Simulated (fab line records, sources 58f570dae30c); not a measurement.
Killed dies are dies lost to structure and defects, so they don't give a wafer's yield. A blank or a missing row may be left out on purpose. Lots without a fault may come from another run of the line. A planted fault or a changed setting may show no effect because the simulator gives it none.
fab line records | flow berkeley_cmos170
record lots=5 wafers=15 last_day=11
route steps=331 shown NVT@110 PVT@115 GATE@125 FIELD@126 PLDD@145
lots that met no fault: from a run of the same line without faults
start_h: hours from the record's first day to the start of the lot's first wafer shown | wait_h: hours since the lot's step before | " the same as in the row above | L1.1+2: a row that stands for several wafers | - no value, or no start given | * or withheld: withheld | < > ~ a bound
route shown NAME@n: a module of which the file shows steps, and the number in the route of the first | usual: mean/standard deviation of fault-free wafers | same: alike in all rows | chamber/n: place in a boat | sites: the reading at each site | _std_site: their standard deviation | _edge_site: outer sites' mean less inner sites' | radius_mm: how far each site lies from the wafer's centre | mask NAME#n: copy n | behind: the tool/chamber that last shaped the wafer | hold: why the lot was held/for how many hours/how that ended | device: the transistor (n, p or np) that didn't switch | end of line: the same wafers' tests at the end of the route | a step without rows: its recipe alone | killed: dies lost to structure and defects at the first sort, not the wafer's yield | map: a wafer's dies, x killed, . not, _ none there
set.NAME: the setting as run; set.NAME@STEP: as run at that earlier step | model.NAME: the simulator's own value behind a step, which no gauge read
lots at some steps of the route; a table a step, a row a wafer
services: from which hour (start_h, from the record's first day; less than 0 if before it) a tool's chamber was out of use, for how many hours, and why
## steps
# step UCB170_NVT_OVL_MEAS_06
# usual NVT_OVL=2/5.8
# columns lot.wafer tool chamber start_h wait_h NVT_OVL[nm]
L075.1 overlay-02 - 145.04 - 12
L075.4 " - " " 5
L075.5 " - " " 12
L081.1 overlay-02 - 166.32 - 6
L081.2 " - " " 12
L081.6 " - " " 11
L085.1 overlay-02 - 174.57 - -10
L085.2 " - " " -6
L085.3 " - " " -11
L089.2 overlay-02 - 190.42 - 2
L089.3 " - " " -10
L089.5 " - " " -1
L091.2 overlay-01 - 217.02 - 4
L091.4 " - " " 10
L091.6 " - " " 4
# step UCB170_NVT_IMPLANT_07
# recipe species=BF2 dose_cm2=3.039e+12 energy_kev=50 tilt_deg=7
# usual beam_energy_keV=49.999/0.015
# columns lot.wafer tool chamber start_h wait_h beam_energy_keV
L075.1 implanter-01 0 145.07 0.0 49.993
L075.4 " 0 " " 49.981
L075.5 " 0 " " 49.983
L081.1 implanter-04 0 166.36 0.0 50.021
L081.2 " 0 " " 50.022
L081.6 " 0 " " 50.000
L085.1 implanter-01 0 174.61 0.0 50.014
L085.2 " 0 " " 50.036
L085.3 " 0 " " 50.022
L089.2 implanter-03 0 190.48 0.0 50.012
L089.3 " 0 " " 50.030
L089.5 " 0 " " 49.993
L091.2 implanter-01 0 217.07 0.0 49.995
L091.4 " 0 " " 49.986
L091.6 " 0 " " 49.985
# step UCB170_NVT_STRIP_08
# recipe chemistry=O2 power_w=400 pressure_mtorr=3500 platen_temp_c=withheld o2_flow_sccm=400 overash_fraction=0.5
# usual drypump_motor_current_A=5.9/0.4 oes_product_au=0.734/0.0045 strip_time_to_endpoint_s=21.58/0.066
# columns lot.wafer tool chamber start_h wait_h drypump_motor_current_A oes_product_au rf_hours_counter_h strip_time_to_endpoint_s
L075.1 plasma_asher-03 0 145.22 0.1 5.2 0.730 38 21.63
L075.4 " 1 " " 6.4 0.728 - 21.65
L075.5 " 1 " " 6.4 0.735 - 21.66
L081.1 plasma_asher-04 1 166.51 0.1 5.4 0.729 44 21.62
L081.2 " 0 " " 5.5 0.727 44 21.61
L081.6 " 0 " " 5.5 0.736 - 21.52
L085.1 plasma_asher-01 0 174.76 0.1 6.3 0.734 7 21.45
L085.2 " 1 " " 6.0 0.734 7 21.44
L085.3 " 1 " " 6.0 0.736 - 21.39
L089.2 plasma_asher-01 1 190.60 0.1 6.0 0.735 10 21.49
L089.3 " 0 " " 6.3 0.734 - 21.51
L089.5 " 1 " " 6.1 0.739 - 21.56
L091.2 plasma_asher-01 1 217.20 0.1 6.1 0.726 14 21.55
L091.4 " 0 " " 6.3 0.733 - 21.56
L091.6 " 1 " " 6.0 0.737 - 21.60
# step UCB170_NVT_TW_MEAS_09
# usual NVT_TW=524/5.3
# columns lot.wafer tool chamber start_h wait_h NVT_TW
L075.1 film_metro-03 - 145.32 0.1 529
L075.4 " - " " 529
L075.5 " - " " 529
L081.1 film_metro-03 - 166.61 0.1 532
L081.2 " - " " 530
L081.6 " - " " 532
L085.1 film_metro-02 - 174.86 0.1 521
L085.2 " - " " 521
L085.3 " - " " 520
L089.2 film_metro-01 - 190.71 0.1 517
L089.3 " - " " 517
L089.5 " - " " 516
L091.2 film_metro-02 - 217.31 0.1 522
L091.4 " - " " 522
L091.6 " - " " 524
# step UCB170_NVT_CLEAN_10
# recipe chemistry=SPM temp_c=120 time_s=600
# columns lot.wafer tool chamber start_h wait_h
L075.1+4+5 wet_bench-02 2 148.48 3.1
L081.1+2+6 wet_bench-01 2 166.67 0.1
L085.1+2+3 wet_bench-02 3 174.92 0.1
L089.2+3+5 wet_bench-01 1 190.96 0.2
L091.2+4+6 wet_bench-01 1 217.36 0.0
# step UCB170_PVT_HMDS_00
# recipe prime_time_s=60 prime_temp_c=100
# columns lot.wafer tool chamber start_h wait_h
L075.1+4+5 litho_track-01 0 149.36 0.7
L081.1+2+6 litho_track-01 0 167.18 0.3
L085.1+2+3 litho_track-01 0 176.12 1.0
L089.2+3+5 litho_track-03 0 191.70 0.6
L091.2+4+6 litho_track-03 0 218.30 0.8
# step UCB170_PVT_COAT_01
# recipe resist=KrF spin_rpm=1500 resist_thk_nm=900
# columns lot.wafer tool chamber start_h wait_h
L075.1+4+5 litho_track-01 0 149.51 0.1
L081.1+2+6 litho_track-01 0 167.33 0.1
L085.1+2+3 litho_track-01 0 176.27 0.1
L089.2+3+5 litho_track-03 0 191.85 0.1
L091.2+4+6 litho_track-03 0 218.45 0.1
# step UCB170_PVT_SOFTBAKE_02
# recipe resist=KrF temp_c=130 time_s=60
# columns lot.wafer tool chamber start_h wait_h
L075.1+4+5 litho_track-01 0 149.66 0.1
L081.1+2+6 litho_track-01 0 167.48 0.1
L085.1+2+3 litho_track-01 0 176.42 0.1
L089.2+3+5 litho_track-03 0 192.00 0.1
L091.2+4+6 litho_track-03 0 218.60 0.1
# step UCB170_PVT_EXPOSE_03
# recipe mask_id=NWELL target_cd_nm=3000 na=0.5 sigma_outer=0.6 source_shape=conventional dose_mj=30
# columns lot.wafer tool chamber start_h wait_h mask
L075.1+4+5 krf_scanner-01 0 149.94 0.2 NWELL#0
L081.1+2+6 krf_scanner-01 0 167.63 0.1 NWELL#0
L085.1+2+3 krf_scanner-02 0 176.84 0.4 NWELL#0
L089.2+3+5 krf_scanner-01 0 192.36 0.3 NWELL#0
L091.2+4+6 krf_scanner-02 0 218.87 0.2 NWELL#0
# step UCB170_PVT_PEB_04
# recipe peb_temp_c=130 peb_time_s=withheld resist=KrF
# columns lot.wafer tool chamber start_h wait_h
L075.1+4+5 litho_track-03 0 150.20 0.2
L081.1+2+6 litho_track-03 0 168.24 0.6
L085.1+2+3 litho_track-03 0 177.82 1.0
L089.2+3+5 litho_track-01 0 193.40 1.0
L091.2+4+6 litho_track-02 0 219.27 0.4
# step UCB170_PVT_DEVELOP_05
# recipe developer=TMAH develop_time_s=45 resist=KrF dev_temp_c=21
# columns lot.wafer tool chamber start_h wait_h
L075.1+4+5 litho_track-03 0 - -
L081.1+2+6 litho_track-03 0 - -
L085.1+2+3 litho_track-03 0 - -
L089.2+3+5 litho_track-01 0 - -
L091.2+4+6 litho_track-02 0 - -
# step UCB170_PVT_OVL_MEAS_06
# usual PVT_OVL=0/5.3
# columns lot.wafer tool chamber start_h wait_h PVT_OVL[nm]
L075.1 overlay-01 - 150.48 - -3
L075.4 " - " " 10
L075.5 " - " " 8
L081.1 overlay-02 - 168.51 - 1
L081.2 " - " " -1
L081.6 " - " " 2
L085.1 overlay-02 - 178.10 - 2
L085.2 " - " " 6
L085.3 " - " " 2
L089.2 overlay-02 - 193.65 - 14
L089.3 " - " " -4
L089.5 " - " " 5
L091.2 overlay-02 - 219.52 - -2
L091.4 " - " " -3
L091.6 " - " " -3
# step UCB170_PVT_IMPLANT_07
# recipe species=P dose_cm2=2e+12 energy_kev=30 tilt_deg=7
# usual beam_energy_keV=30.000/0.0092
# columns lot.wafer tool chamber start_h wait_h beam_energy_keV
L075.1 implanter-02 0 150.52 0.0 29.999
L075.4 " 0 " " 30.014
L075.5 " 0 " " 29.997
L081.1 implanter-02 0 168.55 0.0 30.001
L081.2 " 0 " " 29.995
L081.6 " 0 " " 29.992
L085.1 implanter-04 0 178.13 0.0 29.983
L085.2 " 0 " " 29.999
L085.3 " 0 " " 29.981
L089.2 implanter-04 0 193.71 0.0 30.002
L089.3 " 0 " " 30.011
L089.5 " 0 " " 30.001
L091.2 implanter-02 0 219.58 0.0 29.988
L091.4 " 0 " " 29.997
L091.6 " 0 " " 30.003
# step UCB170_PVT_STRIP_08
# recipe chemistry=O2 power_w=400 pressure_mtorr=3500 platen_temp_c=withheld o2_flow_sccm=400 overash_fraction=0.5
# usual drypump_motor_current_A=5.9/0.45 oes_product_au=0.735/0.0041 strip_time_to_endpoint_s=21.59/0.053
# columns lot.wafer tool chamber start_h wait_h drypump_motor_current_A oes_product_au rf_hours_counter_h strip_time_to_endpoint_s
L075.1 plasma_asher-03 1 150.67 0.1 6.4 0.730 38 21.61
L075.4 " 0 " " 5.2 0.730 - 21.63
L075.5 " 1 " " 6.4 0.739 - 21.61
L081.1 plasma_asher-04 0 168.70 0.1 5.5 0.741 44 21.59
L081.2 " 1 " " 5.5 0.734 44 21.53
L081.6 " 0 " " 5.5 0.736 - 21.60
L085.1 plasma_asher-04 0 178.28 0.1 5.5 0.734 46 21.60
L085.2 " 1 " " 5.5 0.730 46 21.53
L085.3 " 0 " " 5.5 0.735 - 21.59
L089.2 plasma_asher-02 1 193.83 0.1 6.3 0.732 49 21.53
L089.3 " 0 " " 6.1 0.741 - 21.60
L089.5 " 0 " " 6.2 0.734 - 21.59
L091.2 plasma_asher-02 0 219.70 0.1 6.2 0.737 52 21.55
L091.4 " 0 " " 6.2 0.736 - 21.63
L091.6 " 0 " " 6.2 0.735 - 21.62
# step UCB170_PVT_TW_MEAS_09
# usual PVT_TW=507/5.1
# columns lot.wafer tool chamber start_h wait_h PVT_TW
L075.1 film_metro-03 - 150.77 0.1 516
L075.4 " - " " 512
L075.5 " - " " 510
L081.1 film_metro-02 - 168.80 0.1 505
L081.2 " - " " 502
L081.6 " - " " 503
L085.1 film_metro-03 - 178.38 0.1 509
L085.2 " - " " 511
L085.3 " - " " 509
L089.2 film_metro-02 - 193.94 0.1 502
L089.3 " - " " 502
L089.5 " - " " 503
L091.2 film_metro-02 - 219.81 0.1 500
L091.4 " - " " 505
L091.6 " - " " 504
# step UCB170_GATE_WET_ETCH_00
# recipe chemistry=dHF dilution=25:1 target=SiO2 temp_c=25 time_s=200
# columns lot.wafer tool chamber start_h wait_h
L075.1+4+5 wet_bench-04 1 150.91 0.1
L081.1+2+6 wet_bench-04 2 168.86 0.1
L085.1+2+3 wet_bench-03 1 178.44 0.1
L089.2+3+5 wet_bench-04 0 193.99 0.0
L091.2+4+6 wet_bench-04 3 219.86 0.0
# step UCB170_FIELD_THK_MEAS_91
# recipe reads=SiO2_of_FIELD_OXIDATION_01
# usual FIELD_OXIDE_LEFT_2_THK=353/11
# columns lot.wafer tool chamber start_h wait_h FIELD_OXIDE_LEFT_2_THK[nm]
L075.1 film_metro-02 - 150.97 0.0 357
L075.4 " - " " 348
L075.5 " - " " 352
L081.1 film_metro-02 - 168.92 0.0 366
L081.2 " - " " 361
L081.6 " - " " 357
L085.1 film_metro-02 - 178.51 0.0 351
L085.2 " - " " 362
L085.3 " - " " 345
L089.2 film_metro-02 - 194.07 0.0 332
L089.3 " - " " 340
L089.5 " - " " 346
L091.2 film_metro-02 - 219.94 0.0 363
L091.4 " - " " 346
L091.6 " - " " 351
# step UCB170_GATE_OXIDATION_01
# recipe temp_c=850 ambient=O2 target_thk_a=66 ox_time_s=1800
# usual ox_temp_c_max=853.6/0.71
# columns lot.wafer tool chamber start_h wait_h ox_temp_c_max
L075.1 furnace-01 0 151.40 0.4 853.8
L075.4 " 0 " " 853.7
L075.5 " 0 " " 853.2
L081.1 furnace-04 0 171.49 2.6 854.3
L081.2 " 0 " " 853.5
L081.6 " 0 " " 853.4
L085.1 furnace-04 0 181.84 3.3 854.0
L085.2 " 0 " " 853.4
L085.3 " 0 " " 852.7
L089.2 furnace-01 0 196.70 2.6 854.8
L089.3 " 0 " " 854.0
L089.5 " 0 " " 854.3
L091.2 furnace-02 0 225.23 5.3 853.9
L091.4 " 0 " " 852.5
L091.6 " 0 " " 853.5
# step UCB170_GATE_THK_MEAS_02
# recipe reads=SiO2_of_GATE_OXIDATION_01
# usual GATE_OXIDE_THK=6.54/0.17
# columns lot.wafer tool chamber start_h wait_h GATE_OXIDE_THK[nm]
L075.1 film_metro-01 - 153.04 0.1 6.59
L075.4 " - " " 6.51
L075.5 " - " " 6.48
L081.1 film_metro-02 - 172.99 0.0 6.93
L081.2 " - " " 6.80
L081.6 " - " " 6.80
L085.1 film_metro-04 - 183.34 0.0 6.47
L085.2 " - " " 6.43
L085.3 " - " " 6.46
L089.2 film_metro-01 - 198.21 0.0 6.43
L089.3 " - " " 6.39
L089.5 " - " " 6.32
L091.2 film_metro-02 - 226.74 0.0 6.71
L091.4 " - " " 6.68
L091.6 " - " " 6.65
# step UCB170_GATE_ANNEAL_03
# recipe temp_c=900 time_s=1800 ambient=N2
# columns lot.wafer tool chamber start_h wait_h
L075.1+4+5 furnace-01 0 155.65 2.6
L081.1+2+6 furnace-02 0 173.35 0.4
L085.1+2+3 furnace-02 0 185.62 2.3
L089.2+3+5 furnace-04 0 202.00 3.8
L091.2+4+6 furnace-01 0 230.22 3.5
# step UCB170_GATE_CVD_04
# recipe material=poly-Si temp_c=610 precursor=SiH4 time_s=1440 pressure_mtorr=375 target_thk_nm=214 sih4_flow_sccm=120
# columns lot.wafer tool chamber start_h wait_h
L075.1+4+5 lpcvd-02 0 157.15 0.0
L081.1+2+6 lpcvd-01 1 174.85 0.0
L085.1+2+3 lpcvd-01 1 187.12 0.0
L089.2+3+5 lpcvd-01 0 203.50 0.0
L091.2+4+6 lpcvd-02 1 231.72 0.0
# step UCB170_GATE_THK_MEAS_05
# recipe reads=poly-Si_of_GATE_CVD_04
# usual GATE_POLY_THK=214.1/2.1
# columns lot.wafer tool chamber start_h wait_h GATE_POLY_THK[nm]
L075.1 film_metro-01 - 159.31 0.1 214.6
L075.4 " - " " 213.3
L075.5 " - " " 215.1
L081.1 film_metro-01 - 176.25 0.0 215.3
L081.2 " - " " 216.7
L081.6 " - " " 215.7
L085.1 film_metro-02 - 188.64 0.1 210.9
L085.2 " - " " 212.2
L085.3 " - " " 210.0
L089.2 film_metro-04 - 204.91 0.0 214.5
L089.3 " - " " 215.6
L089.5 " - " " 214.7
L091.2 film_metro-04 - 233.13 0.0 210.0
L091.4 " - " " 211.0
L091.6 " - " " 209.6
# step UCB170_GATE_COAT_06
# recipe resist=BARC temp_c=withheld time_s=withheld spin_rpm=3000 resist_thk_nm=withheld
# columns lot.wafer tool chamber start_h wait_h
L075.1+4+5 litho_track-02 0 160.01 0.7
L081.1+2+6 litho_track-04 0 177.54 1.3
L085.1+2+3 litho_track-04 0 189.03 0.4
L089.2+3+5 litho_track-03 0 204.99 0.1
L091.2+4+6 litho_track-02 0 233.83 0.7
# step UCB170_GATE_COAT_07
# recipe resist=KrF spin_rpm=1500 resist_thk_nm=900
# columns lot.wafer tool chamber start_h wait_h
L075.1+4+5 litho_track-02 0 - -
L081.1+2+6 litho_track-04 0 - -
L085.1+2+3 litho_track-04 0 - -
L089.2+3+5 litho_track-03 0 - -
L091.2+4+6 litho_track-02 0 - -
# step UCB170_GATE_SOFTBAKE_08
# recipe resist=KrF temp_c=130 time_s=61.06
# usual plate_sensor_t_centre_C=131.41/0.01 plate_sensor_t_edge_C=131.53/0.01
# columns lot.wafer tool chamber start_h wait_h plate_sensor_t_centre_C plate_sensor_t_edge_C
L075.1 litho_track-02 0 - - 131.41 131.54
L075.4 " 0 " " 131.42 131.52
L075.5 " 0 " " 131.4 131.54
L081.1 litho_track-04 0 - - 131.41 131.52
L081.2 " 0 " " 131.42 131.54
L081.6 " 0 " " 131.41 131.52
L085.1 litho_track-04 0 - - 131.42 131.51
L085.2 " 0 " " 131.4 131.55
L085.3 " 0 " " 131.41 131.54
L089.2 litho_track-03 0 - - 131.4 131.53
L089.3 " 0 " " 131.38 131.52
L089.5 " 0 " " 131.42 131.53
L091.2 litho_track-02 0 - - 131.41 131.53
L091.4 " 0 " " 131.39 131.54
L091.6 " 0 " " 131.4 131.53
# step UCB170_GATE_EXPOSE_09
# recipe mask_id=POLY target_cd_nm=350 na=0.5 sigma_outer=0.6 source_shape=conventional dose_mj=21
# columns lot.wafer tool chamber start_h wait_h mask
L075.1+4+5 krf_scanner-02 0 160.83 - POLY#0
L081.1+2+6 krf_scanner-01 0 - - POLY#0
L085.1+2+3 krf_scanner-01 0 189.62 - POLY#0
L089.2+3+5 krf_scanner-02 0 205.68 - POLY#0
L091.2+4+6 krf_scanner-02 0 234.66 - POLY#0
# step UCB170_GATE_PEB_10
# recipe peb_temp_c=130 peb_time_s=withheld resist=KrF
# columns lot.wafer tool chamber start_h wait_h
L075.1+4+5 litho_track-02 0 161.46 0.6
L081.1+2+6 litho_track-02 0 - -
L085.1+2+3 litho_track-02 0 190.11 0.5
L089.2+3+5 litho_track-04 0 205.89 0.2
L091.2+4+6 litho_track-03 0 235.23 0.5
# step UCB170_GATE_DEVELOP_11
# recipe developer=TMAH develop_time_s=45 resist=KrF dev_temp_c=21
# columns lot.wafer tool chamber start_h wait_h
L075.1+4+5 litho_track-02 0 - -
L081.1+2+6 litho_track-02 0 - -
L085.1+2+3 litho_track-02 0 - -
L089.2+3+5 litho_track-04 0 - -
L091.2+4+6 litho_track-03 0 - -
# step UCB170_GATE_CD_MEAS_12
# recipe target_cd_nm=350
# usual cd_nm=350.1/1.8
# columns lot.wafer tool chamber start_h wait_h cd_nm
L075.1 cd_sem-01 - 161.73 - 347.9
L075.4 " - " " 347.3
L075.5 " - " " 348.8
L081.1 cd_sem-01 - 180.00 - 350.6
L081.2 " - " " 350.2
L081.6 " - " " 349.9
L085.1 cd_sem-01 - 190.38 - 348.8
L085.2 " - " " 349.6
L085.3 " - " " 349.9
L089.2 cd_sem-02 - 206.16 - 346.7
L089.3 " - " " 348.9
L089.5 " - " " 349.2
L091.2 cd_sem-01 - 235.50 - 353.2
L091.4 " - " " 352.2
L091.6 " - " " 353.0
# step UCB170_GATE_OVL_MEAS_13
# usual GATE_OVL=4/5.3
# columns lot.wafer tool chamber start_h wait_h GATE_OVL[nm]
L075.1 overlay-01 - 161.85 0.1 2
L075.4 " - " " 14
L075.5 " - " " 9
L081.1 overlay-01 - 180.12 0.1 -4
L081.2 " - " " 15
L081.6 " - " " 1
L085.1 overlay-01 - 190.50 0.1 6
L085.2 " - " " -1
L085.3 " - " " 1
L089.2 overlay-02 - 206.27 0.1 0
L089.3 " - " " 4
L089.5 " - " " 5
L091.2 overlay-01 - 235.60 0.1 -1
L091.4 " - " " 7
L091.6 " - " " -1
# step UCB170_GATE_ETCH_14
# recipe chemistry=N2/H2 target_depth_a=withheld overetch_a=withheld target=BARC time_s=withheld source_w=500 bias_w=100 pressure_mtorr=30 n2_flow_sccm=100 h2_flow_sccm=200
# usual drypump_motor_current_A=5.8/0.51 oes_product_au=1.000/0.02 throttle_valve_pct=13.26/0.21
# columns lot.wafer tool chamber start_h wait_h drypump_motor_current_A oes_product_au throttle_valve_pct
L075.1 rie_diel-04 3 161.89 0.0 6.0 0.991 12.95
L075.4 " 2 " " 4.9 1.002 13.00
L075.5 " 0 " " 6.0 0.977 13.41
L081.1 rie_diel-02 3 180.16 0.0 6.0 1.004 13.29
L081.2 " 1 " " 4.9 0.982 13.53
L081.6 " 0 " " 5.6 0.968 13.12
L085.1 rie_diel-01 2 190.54 0.0 6.3 1.023 13.09
L085.2 " 1 " " 5.3 1.028 13.43
L085.3 " 0 " " 5.4 1.013 13.01
L089.2 rie_diel-04 1 206.30 0.0 6.2 0.999 13.60
L089.3 " 3 " " 6.0 0.991 12.93
L089.5 " 0 " " 6.0 0.973 13.40
L091.2 rie_diel-01 2 235.63 0.0 6.4 1.023 13.09
L091.4 " 1 " " 5.3 1.021 13.43
L091.6 " 0 " " 5.4 1.004 13.00
# step UCB170_GATE_ETCH_15
# recipe chemistry=HBr/Cl2 target=poly-Si stop_on=SiO2 over_etch_frac=0.3 icp_w=300 bias_w=150 time_s=56.3 pressure_mtorr=15 HBr_flow_sccm=150 Cl2_flow_sccm=50 target_depth_a=2782
# usual drypump_motor_current_A=5.7/0.32 oes_product_au=0.825/0.013 throttle_valve_pct=26.38/0.27
# columns lot.wafer tool chamber start_h wait_h drypump_motor_current_A oes_product_au rf_hours_counter_h throttle_valve_pct
L075.1 rie_si-02 1 161.93 - 5.6 0.836 21 26.29
L075.4 " 1 " " 5.6 0.826 - 26.29
L075.5 " 2 " " 5.2 0.829 - 26.47
L081.1 rie_si-02 2 180.20 - 5.2 0.817 25 26.48
L081.2 " 1 " " 5.6 0.849 21 26.30
L081.6 " 3 " " 5.7 0.807 - 25.81
L085.1 rie_si-01 0 190.58 - 6.1 0.823 35 26.32
L085.2 " 2 " " 5.4 0.824 0 26.37
L085.3 " 3 " " 6.2 0.823 0 26.67
L089.2 rie_si-01 0 206.34 - 6.1 0.834 35 26.31
L089.3 " 2 " " 5.4 0.826 0 26.38
L089.5 " 3 " " 6.1 0.827 - 26.67
L091.2 rie_si-02 0 235.67 - 5.5 0.838 67 26.49
L091.4 " 1 " " 5.6 0.831 21 26.32
L091.6 " 0 " " 5.5 0.837 - 26.49
# step UCB170_GATE_STRIP_16
# recipe chemistry=O2 power_w=400 pressure_mtorr=3500 platen_temp_c=withheld o2_flow_sccm=400 overash_fraction=0.5
# usual drypump_motor_current_A=5.9/0.35 oes_product_au=0.724/0.0051
# columns lot.wafer tool chamber start_h wait_h drypump_motor_current_A oes_product_au rf_hours_counter_h
L075.1 plasma_asher-04 1 161.98 0.0 5.5 0.720 43
L075.4 " 1 " " 5.5 0.725 -
L075.5 " 1 " " 5.5 0.731 -
L081.1 plasma_asher-01 1 180.25 0.0 6.0 0.723 8
L081.2 " 0 " " 6.2 0.733 8
L081.6 " 1 " " 6.0 0.725 -
L085.1 plasma_asher-02 1 190.63 0.0 6.3 0.718 48
L085.2 " 0 " " 6.2 0.722 48
L085.3 " 0 " " 6.1 0.730 -
L089.2 plasma_asher-01 0 206.39 0.0 6.3 0.720 12
L089.3 " 1 " " 6.0 0.735 -
L089.5 " 0 " " 6.3 0.721 -
L091.2 plasma_asher-04 0 235.72 0.0 5.5 0.721 53
L091.4 " 1 " " 5.5 0.730 -
L091.6 " 0 " " 5.5 0.722 -
# step UCB170_GATE_CD_MEAS_90
# recipe target_cd_nm=350
# usual cd_nm=350.2/1.9
# columns lot.wafer tool chamber start_h wait_h cd_nm
L075.1 cd_sem-01 - 162.08 0.1 348.6
L075.4 " - " " 346.7
L075.5 " - " " 348.5
L081.1 cd_sem-02 - 180.35 0.1 350.7
L081.2 " - " " 351.0
L081.6 " - " " 350.3
L085.1 cd_sem-01 - 190.73 0.1 348.0
L085.2 " - " " 350.3
L085.3 " - " " 349.3
L089.2 cd_sem-02 - 206.51 0.1 346.4
L089.3 " - " " 349.0
L089.5 " - " " 348.3
L091.2 cd_sem-02 - 235.96 0.2 352.5
L091.4 " - " " 352.6
L091.6 " - " " 353.2
# step UCB170_GATE_CLEAN_17
# recipe chemistry=SPM temp_c=120 time_s=600
# columns lot.wafer tool chamber start_h wait_h
L075.1+4+5 wet_bench-03 2 162.20 0.1
L081.1+2+6 wet_bench-04 2 180.47 0.1
L085.1+2+3 wet_bench-04 1 190.92 0.2
L089.2+3+5 wet_bench-04 0 206.61 0.1
L091.2+4+6 wet_bench-04 3 236.77 0.8
# step UCB170_PLDD_HMDS_00
# recipe prime_time_s=60 prime_temp_c=100
# columns lot.wafer tool chamber start_h wait_h
L075.1+4+5 litho_track-01 0 162.87 0.5
L081.1+2+6 litho_track-04 0 180.97 0.3
L085.1+2+3 litho_track-02 0 191.28 0.2
L089.2+3+5 litho_track-01 0 206.81 0.0
L091.2+4+6 litho_track-02 0 237.41 0.5
# step UCB170_PLDD_COAT_01
# recipe resist=KrF spin_rpm=1500 resist_thk_nm=905.2
# columns lot.wafer tool chamber start_h wait_h
L075.1+4+5 litho_track-01 0 163.02 0.1
L081.1+2+6 litho_track-04 0 181.12 0.1
L085.1+2+3 litho_track-02 0 191.43 0.1
L089.2+3+5 litho_track-01 0 206.96 0.1
L091.2+4+6 litho_track-02 0 237.56 0.1
# step UCB170_PLDD_SOFTBAKE_02
# recipe resist=KrF temp_c=130 time_s=60
# columns lot.wafer tool chamber start_h wait_h
L075.1+4+5 litho_track-01 0 163.17 0.1
L081.1+2+6 litho_track-04 0 181.27 0.1
L085.1+2+3 litho_track-02 0 191.58 0.1
L089.2+3+5 litho_track-01 0 207.11 0.1
L091.2+4+6 litho_track-02 0 237.71 0.1
# step UCB170_PLDD_EXPOSE_03
# recipe mask_id=PSELECT na=0.5 sigma_outer=0.6 source_shape=conventional target_cd_nm=1200 dose_mj=30
# columns lot.wafer tool chamber start_h wait_h mask
L075.1+4+5 krf_scanner-01 0 163.86 0.7 PSELECT#0
L081.1+2+6 krf_scanner-02 0 181.54 0.2 PSELECT#0
L085.1+2+3 krf_scanner-02 0 191.73 0.1 PSELECT#0
L089.2+3+5 krf_scanner-01 0 207.38 0.2 PSELECT#0
L091.2+4+6 krf_scanner-01 0 237.98 0.2 PSELECT#0
# step UCB170_PLDD_PEB_04
# recipe peb_temp_c=130 peb_time_s=withheld resist=KrF
# columns lot.wafer tool chamber start_h wait_h
L075.1+4+5 litho_track-04 0 163.97 0.1
L081.1+2+6 litho_track-02 0 181.84 0.3
L085.1+2+3 litho_track-02 0 192.63 0.9
L089.2+3+5 litho_track-04 0 207.60 0.2
L091.2+4+6 litho_track-04 0 238.59 0.6
# step UCB170_PLDD_DEVELOP_05
# recipe developer=TMAH develop_time_s=45 resist=KrF dev_temp_c=21
# columns lot.wafer tool chamber start_h wait_h
L075.1+4+5 litho_track-04 0 - -
L081.1+2+6 litho_track-02 0 - -
L085.1+2+3 litho_track-02 0 - -
L089.2+3+5 litho_track-04 0 - -
L091.2+4+6 litho_track-04 0 - -
# step UCB170_PLDD_CD_MEAS_06
# recipe target_cd_nm=1200
# usual cd_nm=1200.1/1.2
# columns lot.wafer tool chamber start_h wait_h cd_nm
L075.1 cd_sem-02 - 164.25 - 1198.8
L075.4 " - " " 1198.4
L075.5 " - " " 1198.8
L081.1 cd_sem-02 - 182.12 - 1201.3
L081.2 " - " " 1200.8
L081.6 " - " " 1200.7
L085.1 cd_sem-02 - 192.95 - 1203.7
L085.2 " - " " 1203.6
L085.3 " - " " 1202.9
L089.2 cd_sem-01 - 207.87 - 1200.2
L089.3 " - " " 1201.3
L089.5 " - " " 1200.6
L091.2 cd_sem-01 - 238.86 - 1200.4
L091.4 " - " " 1200.0
L091.6 " - " " 1200.6
# step UCB170_PLDD_OVL_MEAS_07
# usual PLDD_OVL=2/5.5
# columns lot.wafer tool chamber start_h wait_h PLDD_OVL[nm]
L075.1 overlay-02 - 164.37 0.1 -6
L075.4 " - " " -9
L075.5 " - " " -11
L081.1 overlay-01 - 182.24 0.1 -6
L081.2 " - " " -1
L081.6 " - " " 5
L085.1 overlay-01 - 193.07 0.1 6
L085.2 " - " " 9
L085.3 " - " " 4
L089.2 overlay-01 - 207.97 0.1 9
L089.3 " - " " 9
L089.5 " - " " 1
L091.2 overlay-02 - 239.00 0.1 -1
L091.4 " - " " 8
L091.6 " - " " 2
# step UCB170_PLDD_IMPLANT_08
# recipe species=BF2 dose_cm2=5e+13 energy_kev=10 tilt_deg=7 rotation_deg=0
# usual beam_energy_keV=10.000/0.0034
# columns lot.wafer tool chamber start_h wait_h beam_energy_keV
L075.1 implanter-03 0 164.41 0.0 10.004
L075.4 " 0 " " 9.999
L075.5 " 0 " " 10.004
L081.1 implanter-03 0 182.27 0.0 9.999
L081.2 " 0 " " 10.000
L081.6 " 0 " " 9.998
L085.1 implanter-02 0 193.10 0.0 9.994
L085.2 " 0 " " 9.995
L085.3 " 0 " " 9.994
L089.2 implanter-03 0 208.03 0.0 10.001
L089.3 " 0 " " 10.003
L089.5 " 0 " " 9.997
L091.2 implanter-01 0 239.05 0.0 9.999
L091.4 " 0 " " 10.002
L091.6 " 0 " " 10.004
## services
# columns tool chamber start_h hours kind
krf_scanner-02 - 124.73 0.8 pm
plasma_asher-03 - 126.92 0.7 repair
implanter-03 - 127.54 3.8 repair
rie_si-01 3 132.42 3.7 repair
krf_scanner-01 - 136.18 1.3 pm
wet_bench-02 - 138.37 4.4 pm
rie_si-02 0 154.41 12.0 repair
krf_scanner-01 - 157.00 1.0 pm
implanter-04 - 159.64 4.0 repair
krf_scanner-02 - 163.36 2.2 repair
plasma_asher-03 - 164.46 28.1 pm
rie_diel-01 1 169.53 3.3 repair
implanter-04 - 171.48 3.4 repair
implanter-02 - 171.73 14.9 pm
rie_diel-04 - 184.90 0.2 repair
krf_scanner-02 - 194.39 0.5 repair
krf_scanner-01 - 197.38 0.8 pm
furnace-04 - 204.75 3.2 pm
plasma_asher-04 - 216.57 15.6 pm
furnace-04 - 219.73 3.3 pm
implanter-01 - 220.64 3.0 repair
krf_scanner-02 - 220.78 1.3 pm
plasma_asher-01 - 229.83 2.7 repair
implanter-04 - 233.08 3.2 repair
## key
fault none
